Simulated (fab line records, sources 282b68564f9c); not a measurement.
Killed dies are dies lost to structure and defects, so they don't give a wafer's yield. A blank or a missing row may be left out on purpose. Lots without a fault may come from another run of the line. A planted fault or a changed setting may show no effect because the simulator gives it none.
One fault seen from 2 desks | flow rit_cmos | each desk has only its own numbers; what lay behind them comes last

THE TOOL OWNER'S DESK: litho_track-03
The tool's own readings at RIT_NSD_SOFTBAKE_02 (time 60 s): means of the sampled wafers that have a number, for each lot that ran on this tool. A lot is out of limits, marked OUT, if its mean lies more than 4 standard deviations from the usual mean; the brackets give that distance.
Columns: A = heater_power_total_W at RIT_NSD_SOFTBAKE_02, usual 34.56 W; B = plate_temp_C at RIT_NSD_SOFTBAKE_02, usual 90.00 C
lot  | first seen here | A               | B
L369 | day 5 06:35     | 34.59           | 90.11
L374 | day 6 09:29     | 32.60 (-40) OUT | 86.26 (-29) OUT
L375 | day 6 13:31     | 32.55 (-41) OUT | 86.24 (-29) OUT
L377 | day 7 03:13     | 32.54 (-41) OUT | 86.03 (-31) OUT
This desk's finding: out of limits on L374, L375, L377; first on L374, day 6 09:29 (heater_power_total_W at RIT_NSD_SOFTBAKE_02). In limits: L369.

THE METROLOGY DESK
What the gauges read, lot by lot, whatever tool the lot ran on: means of the sampled wafers that have a number. A lot is out of limits, marked OUT, if its mean lies more than 4 standard deviations from the usual mean; the brackets give that distance.
Columns: A = PLDD_TW at RIT_PLDD_TW_MEAS_10, usual 2338; B = SPACER_NITRIDE_THK at RIT_SPACER_THK_MEAS_04, usual 250 nm; C = NSD_OVL at RIT_NSD_OVL_MEAS_06, usual 0.3 nm
lot  | first seen here | A    | B   | C
L364 | day 4 03:29     | 2341 | 250 | -0.0
L369 | day 5 03:42     | 2339 | 247 | 0.9
L374 | day 6 06:36     | 2360 | 255 | -1.0
L375 | day 6 10:38     | 2321 | 254 | 1.0
L376 | day 6 15:16     | 2361 | 248 | 1.7
L377 | day 7 00:19     | 2352 | 246 | 0.4
L380 | day 7 07:31     | 2354 | 248 | -1.1
This desk's finding: nothing out of limits on any of the 7 lots.

PUT TOGETHER
The tool owner's desk could have raised an alarm at day 6 09:29, on L374, L375, L377.
The metrology desk saw nothing out of limits.
The metrology desk has L374, L375, L377 on record, within its limits.
Of the lots named, all ran RIT_NSD_SOFTBAKE_02 on litho_track-03.

WHAT THE SIMULATOR HAD PUT IN
Process parameter drift: litho_track-03, from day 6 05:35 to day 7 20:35, at RIT_NSD_SOFTBAKE_02. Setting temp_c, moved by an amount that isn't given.
Lots struck among those shown: L374, L375, L377.
Hours from the fault's start to each desk's first reading out of limits: the tool owner's desk, 4.
